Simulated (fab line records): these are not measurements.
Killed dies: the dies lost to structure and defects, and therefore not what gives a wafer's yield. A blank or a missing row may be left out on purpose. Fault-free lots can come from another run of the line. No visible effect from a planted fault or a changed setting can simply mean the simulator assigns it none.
fab line records	flow berkeley-cmos170
record: lots: 5	wafers: 15	last-day: 12
route steps=331 shown V2@298 M3@309
lots that met no fault: from a run of the same line without faults
start-h: hours from the record's opening day to when the first of the lot's shown wafers began	wait-h: how many hours have passed since the lot's step before this one	" as in the row above	L1.1+2: one row covering several wafers at once	- value missing, or start not given	* or withheld: withheld	< > ~ a bound
route shown NAME@n: NAME is a module with steps in the file, n the number in the route of the first one	usual: mean and standard deviation over wafers with no fault	same: alike in all rows	chamber/n: place in a boat	sites: each site's reading	_std_site: their standard deviation	_edge_site: the outer-site mean with the inner-site mean subtracted	radius-mm: for every site, how far away it sits from the centre of the wafer	mask NAME#n: copy n	behind: the tool/chamber that last shaped the wafer	hold: what put the lot on hold/how long, in hours/how the hold closed	device: which transistor (n, p or np) failed to switch	end of line: the tests these same wafers got at the end of their route	for a step that has no rows: nothing shown but its recipe	killed: at the first sort, the dies lost to defects and structure; wafer yield is something else	map: dies across one wafer; x = killed, . = not, _ = none there
set.NAME: the setting the step ran with; set.NAME@STEP: the setting that earlier step ran with	model.NAME: the simulator's own value behind a step, which no gauge read
lots seen at some steps along the route; tables by step, rows by wafer
services: when a tool's chamber went out of use (start-h, in hours from the record's first day, below 0 if earlier), for how many hours, and the reason
== steps ==
step: UCB170_V2_HMDS_06
recipe: prime-time-s: 60	prime-temp-c: 100
step: UCB170_V2_COAT_07
recipe: resist: KrF	spin-rpm: 1500	resist-thk-nm: 900
step: UCB170_V2_SOFTBAKE_08
recipe: resist: KrF	temp-c: 130	time-s: 60
step: UCB170_V2_EXPOSE_09
recipe: mask-id: VIA2	target-cd-nm: 700	na: 0.5	sigma-outer: 0.6	source-shape: conventional	dose-mj: 37
step: UCB170_V2_PEB_10
recipe: peb-temp-c: 130	peb-time-s: withheld	resist: KrF
step: UCB170_V2_DEVELOP_11
recipe: developer: TMAH	develop-time-s: 45	resist: KrF	dev-temp-c: 21
step: UCB170_V2_CD_MEAS_12
recipe: target-cd-nm: 700
usual: cd-nm: 699.6/1.1
lot.wafer	tool	chamber	start-h	wait-h	cd-nm
L835.1	cd-sem-01	-	171.62	-	701.7
L835.2	"	-	"	"	702.2
L835.3	"	-	"	"	700.8
L841.3	cd-sem-01	-	201.14	-	700.3
L841.4	"	-	"	"	699.9
L841.5	"	-	"	"	700.1
L849.1	cd-sem-02	-	254.04	-	702.0
L849.3	"	-	"	"	701.4
L849.4	"	-	"	"	700.9
L850.1	cd-sem-02	-	259.64	-	700.8
L850.3	"	-	"	"	699.7
L850.5	"	-	"	"	700.8
L855.1	cd-sem-01	-	274.21	-	699.5
L855.3	"	-	"	"	699.2
L855.4	"	-	"	"	700.3
step: UCB170_V2_OVL_MEAS_13
usual: V2_OVL: 3/4.6
lot.wafer	tool	chamber	start-h	wait-h	V2_OVL[nm]
L835.1	overlay-02	-	171.74	0.1	7
L835.2	"	-	"	"	7
L835.3	"	-	"	"	-3
L841.3	overlay-02	-	201.23	0.1	-2
L841.4	"	-	"	"	7
L841.5	"	-	"	"	-3
L849.1	overlay-01	-	254.16	0.1	3
L849.3	"	-	"	"	4
L849.4	"	-	"	"	-4
L850.1	overlay-02	-	259.76	0.1	6
L850.3	"	-	"	"	0
L850.5	"	-	"	"	6
L855.1	overlay-01	-	274.33	0.1	2
L855.3	"	-	"	"	-7
L855.4	"	-	"	"	-6
step: UCB170_V2_ETCH_14
recipe: chemistry: CHF3/CF4/Ar	target: SiO2	stop-on: Al	CHF3_flow_sccm: 45	cf4-flow-sccm: 15	Ar_flow_sccm: 150	pressure-mtorr: 200	rf-w: 717.2	target-depth-a: 12500	over-etch-frac: 0.25	time-s: 291
usual: drypump-motor-current-A: 5.9/0.39	oes-product-au: 0.873/0.01	throttle-valve-pct: 6.94/0.086
lot.wafer	tool	chamber	start-h	wait-h	drypump-motor-current-A	oes-product-au	rf-hours-counter-h	throttle-valve-pct
L835.1	rie-diel-03	0	171.78	0.0	5.6	0.870	108	6.98
L835.2	"	3	"	"	5.8	0.886	48	6.85
L835.3	"	2	"	"	6.0	0.875	0	6.93
L841.3	rie-diel-03	3	201.25	0.0	5.7	0.890	49	6.86
L841.4	"	2	"	"	6.1	0.881	-	6.92
L841.5	"	3	"	"	5.8	0.889	-	6.85
L849.1	rie-diel-03	3	254.20	0.0	5.7	0.887	52	6.87
L849.3	"	1	"	"	6.4	0.845	1	7.03
L849.4	"	0	"	"	5.6	0.882	113	6.95
L850.1	rie-diel-02	1	259.80	0.0	6.2	0.866	9	6.95
L850.3	"	3	"	"	6.4	0.854	52	6.93
L850.5	"	3	"	"	6.4	0.865	-	6.92
L855.1	rie-diel-02	3	274.37	0.0	6.4	0.859	52	6.92
L855.3	"	2	"	"	6.4	0.889	95	6.77
L855.4	"	1	"	"	6.2	0.877	9	6.93
step: UCB170_V2_STRIP_15
recipe: chemistry: O2	power-w: 400	pressure-mtorr: 3500	platen-temp-c: withheld	o2-flow-sccm: 400	overash-fraction: 0.5
usual: drypump-motor-current-A: 5.6/0.51	oes-product-au: 0.722/0.0045	strip-time-to-endpoint-s: 15.25/0.14
lot.wafer	tool	chamber	start-h	wait-h	drypump-motor-current-A	oes-product-au	rf-hours-counter-h	strip-time-to-endpoint-s
L835.1	plasma-asher-01	1	171.95	0.1	6.1	0.726	47	15.33
L835.2	"	0	"	"	5.2	0.717	47	15.18
L835.3	"	1	"	"	6.1	0.715	-	15.25
L841.3	plasma-asher-04	1	201.46	0.1	4.8	0.723	-	15.18
L841.4	"	0	"	"	5.7	0.718	-	15.21
L841.5	"	1	"	"	4.8	0.725	-	15.18
L849.1	plasma-asher-01	0	254.38	0.1	5.2	0.724	56	15.10
L849.3	"	1	"	"	6.1	0.722	-	15.49
L849.4	"	0	"	"	5.1	0.720	-	15.51
L850.1	plasma-asher-04	0	259.97	0.1	5.8	0.731	50	15.16
L850.3	"	1	"	"	4.7	0.710	-	15.18
L850.5	"	0	"	"	5.8	0.724	-	15.17
L855.1	plasma-asher-03	0	274.54	0.1	6.1	0.711	14	15.07
L855.3	"	1	"	"	6.0	0.714	-	15.11
L855.4	"	0	"	"	6.1	0.726	-	15.01
step: UCB170_V2_CD_MEAS_90
recipe: target-cd-nm: 700
usual: cd-nm: 699.7/1.2
lot.wafer	tool	chamber	start-h	wait-h	cd-nm
L835.1	cd-sem-02	-	172.05	0.1	701.5
L835.2	"	-	"	"	702.5
L835.3	"	-	"	"	701.6
L841.3	cd-sem-02	-	201.57	0.1	700.6
L841.4	"	-	"	"	700.6
L841.5	"	-	"	"	700.0
L849.1	cd-sem-01	-	254.48	0.1	701.1
L849.3	"	-	"	"	701.5
L849.4	"	-	"	"	699.7
L850.1	cd-sem-01	-	260.07	0.1	701.9
L850.3	"	-	"	"	699.8
L850.5	"	-	"	"	700.2
L855.1	cd-sem-02	-	274.64	0.1	699.3
L855.3	"	-	"	"	699.2
L855.4	"	-	"	"	700.8
step: UCB170_M3_PRE_CLEAN_00
recipe: gas: Ar	preclean-etch-time-s: 60
step: UCB170_M3_SPUTTER_01
recipe: material: Al	target-thk-nm: 900	time-s: 120	power-w: 6000	chamber-pressure-pa: 0.5
usual: throttle-valve-pct: 29.9/1.1
lot.wafer	tool	chamber	start-h	wait-h	throttle-valve-pct	model.Al_of_M3_SPUTTER_01.thk-nm
L835.1	pvd-sputter-01	-	172.24	0.0	32.0	906.8
L835.2	"	-	"	"	30.0	924.5
L835.3	"	-	"	"	30.6	904.2
L841.3	pvd-sputter-01	-	201.72	0.0	31.8	1659
L841.4	"	-	"	"	27.0	906.1
L841.5	"	-	"	"	31.6	1655
L849.1	pvd-sputter-02	-	254.66	0.0	30.7	900.3
L849.3	"	-	"	"	30.0	905.5
L849.4	"	-	"	"	29.5	905.1
L850.1	pvd-sputter-02	-	260.26	0.0	30.3	910.5
L850.3	"	-	"	"	29.4	905.2
L850.5	"	-	"	"	29.0	907.5
L855.1	pvd-sputter-03	-	274.83	0.0	29.5	902.3
L855.3	"	-	"	"	31.4	908.4
L855.4	"	-	"	"	29.7	890.8
step: UCB170_M3_RS_MEAS_02
recipe: thk-meas-gauge: four-point-probe	reads: Al_of_M3_SPUTTER_01
usual: M3_AL_RS: 0.0321/0.00029
lot.wafer	tool	chamber	start-h	wait-h	hold	M3_AL_RS[ohm/sq]
L835.1	film-metro-01	-	172.32	0.0	-	0.0319
L835.2	"	-	"	"	-	0.03129
L835.3	"	-	"	"	-	0.03208
L841.3	film-metro-01	-	201.84	0.1	await-dispo/0.2h/release	0.01732
L841.4	"	-	"	"	await-dispo/0.2h/release	0.03194
L841.5	"	-	"	"	await-dispo/0.2h/release	0.01735
L841.3	film-metro-01	-	202.13	0.3	-	0.01734
L841.4	"	-	"	"	-	0.03194
L841.5	"	-	"	"	-	0.01738
L849.1	film-metro-02	-	254.75	0.0	-	0.03213
L849.3	"	-	"	"	-	0.03197
L849.4	"	-	"	"	-	0.03191
L850.1	film-metro-02	-	260.34	0.0	-	0.03182
L850.3	"	-	"	"	-	0.03192
L850.5	"	-	"	"	-	0.03184
L855.1	film-metro-01	-	274.91	0.0	-	0.03209
L855.3	"	-	"	"	-	0.03185
L855.4	"	-	"	"	-	0.03246
step: UCB170_M3_THK_MEAS_03
recipe: thk-meas-gauge: xrf	reads: Al_of_M3_SPUTTER_01
usual: M3_AL_THK: 902/9.7
lot.wafer	tool	chamber	start-h	wait-h	hold	M3_AL_THK[nm]
L835.1	film-metro-01	-	172.44	0.1	-	906
L835.2	"	-	"	"	-	919
L835.3	"	-	"	"	-	899
L841.3	film-metro-01	-	207.26	5.1	await-dispo/0.2h/release	1658
L841.4	"	-	"	"	await-dispo/0.2h/release	902
L841.5	"	-	"	"	await-dispo/0.2h/release	1637
L841.3	film-metro-01	-	207.49	0.2	-	1654
L841.4	"	-	"	"	-	904
L841.5	"	-	"	"	-	1640
L849.1	film-metro-02	-	254.87	0.1	-	900
L849.3	"	-	"	"	-	904
L849.4	"	-	"	"	-	909
L850.1	film-metro-02	-	260.46	0.1	-	912
L850.3	"	-	"	"	-	908
L850.5	"	-	"	"	-	906
L855.1	film-metro-01	-	275.03	0.1	-	894
L855.3	"	-	"	"	-	903
L855.4	"	-	"	"	-	883
step: UCB170_M3_COAT_05
recipe: resist: KrF	spin-rpm: 1500	resist-thk-nm: 900
step: UCB170_M3_SOFTBAKE_06
recipe: resist: KrF	temp-c: 130	time-s: 60
step: UCB170_M3_STRIP_07
recipe: chemistry: O2	power-w: 400	pressure-mtorr: 3500	platen-temp-c: withheld	o2-flow-sccm: 400	overash-fraction: 0.5
usual: drypump-motor-current-A: 5.8/0.44	oes-product-au: 0.735/0.0042	strip-time-to-endpoint-s: 21.96/0.049
lot.wafer	tool	chamber	start-h	wait-h	drypump-motor-current-A	oes-product-au	rf-hours-counter-h	strip-time-to-endpoint-s
L835.1	plasma-asher-02	0	173.25	0.1	6.3	0.730	46	21.92
L835.2	"	1	"	"	5.4	0.741	46	21.89
L835.3	"	0	"	"	6.3	0.733	-	21.93
L841.3	plasma-asher-01	0	209.73	0.1	5.1	0.730	-	21.99
L841.4	"	1	"	"	6.1	0.740	-	21.90
L841.5	"	1	"	"	6.1	0.737	-	21.95
L849.1	plasma-asher-01	1	255.73	0.1	6.1	0.734	57	21.96
L849.3	"	1	"	"	6.1	0.735	-	21.99
L849.4	"	0	"	"	5.2	0.737	-	22.02
L850.1	plasma-asher-02	0	261.25	0.1	6.3	0.736	55	21.91
L850.3	"	0	"	"	6.3	0.729	-	21.90
L850.5	"	0	"	"	6.2	0.736	-	21.89
L855.1	plasma-asher-02	1	275.54	0.1	5.4	0.738	56	22.02
L855.3	"	0	"	"	6.3	0.730	-	22.05
L855.4	"	1	"	"	5.4	0.738	-	22.06
step: UCB170_M3_STRIP_08
recipe: chemistry: DMSO	temp-c: 80	time-s: 600	material: KrF
step: UCB170_M3_COAT_09
recipe: resist: BARC	temp-c: withheld	time-s: withheld	spin-rpm: 3000	resist-thk-nm: withheld
step: UCB170_M3_COAT_10
recipe: resist: KrF	spin-rpm: 1500	resist-thk-nm: 900
step: UCB170_M3_SOFTBAKE_11
recipe: resist: KrF	temp-c: 130	time-s: 60
step: UCB170_M3_EXPOSE_12
recipe: mask-id: METAL3	target-cd-nm: 700	na: 0.5	sigma-outer: 0.6	source-shape: conventional	dose-mj: 26
step: UCB170_M3_PEB_13
recipe: peb-temp-c: 130	peb-time-s: withheld	resist: KrF
step: UCB170_M3_DEVELOP_14
recipe: developer: TMAH	develop-time-s: 45.91	resist: KrF	dev-temp-c: 21
step: UCB170_M3_CD_MEAS_15
recipe: target-cd-nm: 700
usual: cd-nm: 700.1/1.3
lot.wafer	tool	chamber	start-h	wait-h	cd-nm
L835.1	cd-sem-02	-	175.03	-	698.7
L835.2	"	-	"	"	698.0
L835.3	"	-	"	"	699.5
L841.3	cd-sem-01	-	210.86	-	700.3
L841.4	"	-	"	"	699.9
L841.5	"	-	"	"	701.3
L849.1	cd-sem-01	-	257.12	-	701.7
L849.3	"	-	"	"	701.4
L849.4	"	-	"	"	702.6
L850.1	cd-sem-01	-	262.51	-	700.8
L850.3	"	-	"	"	700.0
L850.5	"	-	"	"	699.8
L855.1	cd-sem-01	-	277.38	-	699.4
L855.3	"	-	"	"	701.1
L855.4	"	-	"	"	699.6
step: UCB170_M3_OVL_MEAS_16
usual: M3_OVL: 0/4.6
lot.wafer	tool	chamber	start-h	wait-h	M3_OVL[nm]
L835.1	overlay-02	-	175.15	0.1	1
L835.2	"	-	"	"	-2
L835.3	"	-	"	"	0
L841.3	overlay-02	-	210.95	0.1	-3
L841.4	"	-	"	"	-1
L841.5	"	-	"	"	3
L849.1	overlay-02	-	257.24	0.1	3
L849.3	"	-	"	"	-2
L849.4	"	-	"	"	-7
L850.1	overlay-02	-	262.63	0.1	-6
L850.3	"	-	"	"	-6
L850.5	"	-	"	"	-12
L855.1	overlay-02	-	277.50	0.1	3
L855.3	"	-	"	"	4
L855.4	"	-	"	"	-7
step: UCB170_M3_ETCH_17
recipe: chemistry: N2/H2	target-depth-a: withheld	overetch-a: withheld	target: BARC	time-s: withheld	source-w: 500	bias-w: 100	pressure-mtorr: 30	n2-flow-sccm: 100	h2-flow-sccm: 200
usual: drypump-motor-current-A: 5.71/0.28	oes-product-au: 0.998/0.025	throttle-valve-pct: 13.33/0.12
lot.wafer	tool	chamber	start-h	wait-h	drypump-motor-current-A	oes-product-au	throttle-valve-pct
L835.1	rie-diel-04	2	175.19	0.0	5.67	1.010	13.35
L835.2	"	3	"	"	5.21	0.978	13.25
L835.3	"	0	"	"	5.18	1.007	13.11
L841.3	rie-diel-01	1	210.97	0.0	5.91	1.025	13.52
L841.4	"	0	"	"	5.56	0.979	13.30
L841.5	"	3	"	"	5.79	1.022	13.34
L849.1	rie-diel-04	3	257.27	0.0	5.22	0.974	13.26
L849.3	"	2	"	"	5.70	1.018	13.35
L849.4	"	0	"	"	5.20	0.999	13.10
L850.1	rie-diel-04	1	262.66	0.0	6.03	0.995	13.57
L850.3	"	3	"	"	5.19	0.975	13.27
L850.5	"	1	"	"	6.04	0.983	13.57
L855.1	rie-diel-04	1	277.54	0.0	6.04	0.990	13.57
L855.3	"	0	"	"	5.18	1.013	13.07
L855.4	"	1	"	"	6.04	0.994	13.56
step: UCB170_M3_METAL_ETCH_18
recipe: chemistry: Cl2/BCl3	target: Al	stop-on: SiO2	pressure-mtorr: 12	target-depth-a: 11700	over-etch-frac: 0.3	time-s: 195	icp-w: 600	bias-w: 120	Cl2_flow_sccm: 90	bcl3-flow-sccm: 45
usual: drypump-motor-current-A: 5.4/0.35	oes-product-au: 0.866/0.012	throttle-valve-pct: 24.4/0.37
lot.wafer	tool	chamber	start-h	wait-h	drypump-motor-current-A	oes-product-au	rf-hours-counter-h	throttle-valve-pct
L835.1	rie-metal-03	1	175.23	-	5.8	0.876	3	24.2
L835.2	"	1	"	"	5.8	0.886	-	24.2
L835.3	"	1	"	"	5.8	0.867	-	24.2
L841.3	rie-metal-03	0	211.08	-	5.1	1.022	-	24.4
L841.4	"	1	"	"	5.8	0.874	-	24.2
L841.5	"	1	"	"	5.8	0.989	-	24.1
L849.1	rie-metal-03	0	257.31	-	5.1	0.873	1	24.4
L849.3	"	0	"	"	5.1	0.863	-	24.4
L849.4	"	1	"	"	5.8	0.880	-	24.2
L850.1	rie-metal-03	0	262.71	-	5.1	0.867	2	24.4
L850.3	"	1	"	"	5.8	0.875	-	24.2
L850.5	"	1	"	"	5.8	0.890	-	24.2
L855.1	rie-metal-02	0	277.58	-	4.9	0.879	6	24.9
L855.3	"	1	"	"	5.8	0.878	-	24.3
L855.4	"	0	"	"	4.9	0.871	-	24.9
step: UCB170_M3_STRIP_19
recipe: chemistry: O2	power-w: 400	pressure-mtorr: 3500	platen-temp-c: withheld	o2-flow-sccm: 400	overash-fraction: 0.5
usual: drypump-motor-current-A: 5.9/0.34	oes-product-au: 0.546/0.021
lot.wafer	tool	chamber	start-h	wait-h	drypump-motor-current-A	oes-product-au	rf-hours-counter-h
L835.1	plasma-asher-03	1	175.61	0.3	6.0	0.570	4
L835.2	"	0	"	"	6.1	0.572	4
L835.3	"	1	"	"	6.0	0.578	-
L841.3	plasma-asher-01	0	211.23	0.1	5.2	0.527	-
L841.4	"	1	"	"	6.1	0.599	-
L841.5	"	0	"	"	5.2	0.582	-
L849.1	plasma-asher-03	1	257.50	0.1	6.0	0.524	12
L849.3	"	0	"	"	6.1	0.522	-
L849.4	"	1	"	"	6.0	0.567	-
L850.1	plasma-asher-02	1	262.89	0.1	5.4	0.539	55
L850.3	"	1	"	"	5.4	0.582	-
L850.5	"	1	"	"	5.4	0.570	-
L855.1	plasma-asher-03	1	277.77	0.1	6.1	0.540	15
L855.3	"	1	"	"	6.0	0.543	-
L855.4	"	0	"	"	6.1	0.538	-
step: UCB170_M3_PROBE_99
lot.wafer	tool	chamber	start-h	wait-h	hold	model.etest.antenna-m2.short	model.etest.antenna-m3.short	model.etest.antenna-m2.over-limit	model.etest.antenna-m3.over-limit
L835.1+2+3	prober-01	-	176.00	0.1	-	0	0	0	0
L841.3+5	prober-02	-	215.25	3.5	await-dispo/3.3h/release	1	1	1	1
L841.4	prober-02	-	215.30	3.5	await-dispo/3.3h/release	0	0	0	0
L849.1+3	prober-02	-	257.84	0.1	-	0	0	0	0
L850.1+3+5	prober-01	-	263.23	0.1	-	0	0	0	0
L855.1+3+4	prober-01	-	278.11	0.1	-	0	0	0	0
killed by level:class
L835.1 WELLDRIVE:geometric-particle:short=1 GATE:geometric-particle:open=1 SPACER:geometric-particle:short=1 M3:geometric-particle:short=1
L835.2 WELLDRIVE:geometric-particle:open=1 M2:geometric-particle:short=1
L835.3 GATE:geometric-particle:short=1 V1:geometric-particle:open=1
L849.1 ACTIVE:area-etch=2 GATE:geometric-particle:open=1 V1:geometric-particle:open=1
L849.3 FIELD:geometric-particle:open=1 SILICIDE:geometric-particle:open=1 V2:geometric-particle:open=1 PWELL:area-etch=1
L850.1 FIELD:geometric-particle:short=1 SPACER:geometric-particle:open=1
L850.3 V2:geometric-particle:open=1 NWELL:area-etch=1
L850.5 GATE:geometric-particle:short=1 SPACER:geometric-particle:short=1 V2:geometric-particle:open=1
L855.1 PLDD:coat-microbubble-printed=1
L855.3 ACTIVE:area-etch=3 SPACER:geometric-particle:open=1 SILICIDE:geometric-particle:short=1
L855.4 SCREENOX:geometric-particle:short=1 M2:geometric-particle:short=1
map L835.1 (x killed, . not)
________......._______
_____.......x.....____
____...............___
___.................__
__..................._
__.........x........._
_.....................
_.....................
_.....................
_.....................
__..................._
__..................._
___.................__
____...x..x........___
_____.............____
________......._______
map L849.1 (x killed, . not)
________......._______
_____.............____
____...............___
___......x..........__
__..................._
__..................._
_.......x.............
_...........x.........
_.....................
_.....................
__..................._
__...x..............._
___.................__
____...............___
_____.............____
________......._______
== services ==
tool	chamber	start-h	hours	kind
rie-diel-03	2	153.25	12.3	repair
plasma-asher-03	-	153.40	14.6	pm
rie-diel-02	2	158.73	5.1	repair
rie-diel-04	-	163.99	2.6	repair
rie-diel-01	3	165.64	4.1	repair
plasma-asher-02	-	169.02	2.8	pm
rie-metal-03	0	173.27	-	clean
rie-metal-03	0	173.27	23.5	scheduled-down
rie-metal-03	0	173.27	23.5	vent-cycle
rie-diel-01	2	180.28	-	clean
rie-diel-01	2	180.28	31.7	scheduled-down
rie-diel-01	2	180.28	31.7	vent-cycle
pvd-sputter-02	-	190.46	9.8	repair
rie-diel-03	1	191.26	13.5	repair
plasma-asher-03	-	194.99	2.1	repair
rie-metal-02	1	201.67	-	clean
rie-diel-03	1	204.78	-	clean
rie-diel-03	1	204.78	26.4	scheduled-down
rie-diel-03	1	204.78	26.4	vent-cycle
rie-diel-03	3	207.22	7.3	repair
pvd-sputter-01	-	250.77	2.3	repair
plasma-asher-02	-	252.87	4.3	pm
plasma-asher-02	-	259.59	1.4	repair
pvd-sputter-01	-	273.91	2.1	repair
== key ==
first-sign: step: UCB170_M3_RS_MEAS_02	reading: visit	direction: added
effect: step: UCB170_M3_RS_MEAS_02	reading: M3_AL_RS	direction: down	sigmas: 52	usual: 0.0321	struck: 0.01734
effect: step: UCB170_M3_THK_MEAS_03	reading: visit	direction: added
effect: step: UCB170_M3_THK_MEAS_03	reading: M3_AL_THK	direction: up	sigmas: 77	usual: 902	struck: 1648
effect: step: UCB170_M3_METAL_ETCH_18	reading: oes-product-au	direction: up	sigmas: 12	usual: 0.866	struck: 1.006
effect: step: UCB170_M3_PROBE_99	reading: hold	direction: added
model-effect: step: UCB170_M3_SPUTTER_01	value: Al_of_M3_SPUTTER_01.thk-nm	without: 905	struck: 1657
model-effect: step: UCB170_M3_PROBE_99	value: etest.antenna-m2.short	without: 0	struck: 1
met-at UCB170_M3_SPUTTER_01
struck-wafers L841.3,L841.5
later-rows-left-out L841.3,L841.5
sort-left-out L841.3,L841.5
onset-between 172.24 201.72
fault: kind: process-parameter-drift	tool: pvd-sputter-01	chamber: -	onset-h: 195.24	steps: UCB170_M3_SPUTTER_01	channel: target-thk-nm	offset: 752.27	shape: step	end-h: 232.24	acts-in: these-recipes-only	stated: 900	scope: struck-wafers-only
sort-left-out: the simulated sort isn't trusted on such a fault, so these wafers' sort isn't shown, and their yield isn't known
later-rows-left-out: the simulator's readings of these wafers behind a module that went badly wrong aren't trusted and aren't shown, but for the sort
